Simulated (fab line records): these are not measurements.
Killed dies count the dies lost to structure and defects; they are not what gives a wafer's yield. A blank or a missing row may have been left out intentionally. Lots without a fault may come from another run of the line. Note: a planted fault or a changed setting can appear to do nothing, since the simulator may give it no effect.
2 desks looking at one fault -- flow berkeley_cmos170 -- each desk holds nothing but its own numbers, with what lay behind them at the end

== METROLOGY DESK ==
Means of the sampled wafers that have a number, per lot and without regard to the tool the lot ran on: this is what the gauges read. The brackets show how far a lot's mean lies from the usual mean; more than 4 standard deviations puts the lot out of limits, marked OUT.
Columns: A = cd_nm at UCB170_M3_CD_MEAS_15, usual 699.4 nm; B = M3_OVL at UCB170_M3_OVL_MEAS_16, usual 1 nm
lot,first seen here,A,B
L834,day 8 20:07,699.8,-5
L836,day 9 16:11,699.3,6
L841,day 10 23:24,699.5,1
L845,day 11 20:20,699.2,6
L855,day 14 02:52,697.3,-8
L857,day 14 17:08,699.1,12
This desk's verdict: no lot among the 6 shows anything out of limits.

== DESK OF THE TOOL OWNER: rie_diel-04 ==
The tool's own readings at UCB170_M3_ETCH_17 (etches BARC in N2/H2): means of the sampled wafers that have a number, for each lot that ran on this tool. The brackets show how far a lot's mean lies from the usual mean; more than 4 standard deviations puts the lot out of limits, marked OUT.
Columns: A = chamber_pressure_mTorr at UCB170_M3_ETCH_17, usual 30.003 mTorr; B = drypump_motor_current_A at UCB170_M3_ETCH_17, usual 6.0 A; C = oes_product_au at UCB170_M3_ETCH_17, usual 1.003 a.u.; D = throttle_valve_pct at UCB170_M3_ETCH_17, usual 13.33 %
lot,first seen here,A,B,C,D
L836,day 9 16:21,30.009,6.4,0.992,13.25
L841,day 10 23:32,30.025,6.4,1.274 (+15) OUT,13.25
L845,day 11 20:29,30.047,6.0,1.286 (+16) OUT,13.40
This desk's verdict: out of limits on L841, L845, starting with L841 at day 10 23:32 (oes_product_au at UCB170_M3_ETCH_17). Within limits: L836.

== PUT TOGETHER ==
At day 10 23:32, on L841, L845, the tool owner's desk was in a position to raise an alarm.
Metrology desk: nothing out of limits seen.
The metrology desk holds a record of L841, L845, inside its limits.
Of the lots named, all ran UCB170_M3_ETCH_17 on rie_diel-04.

== WHAT WAS PUT IN BY THE SIMULATOR ==
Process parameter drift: rie_diel-04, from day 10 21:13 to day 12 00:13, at UCB170_M3_ETCH_17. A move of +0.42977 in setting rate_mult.
Shown lots that were struck: L841, L845.
Hours from the fault's start to each desk's first reading out of limits: the tool owner's desk, 2.
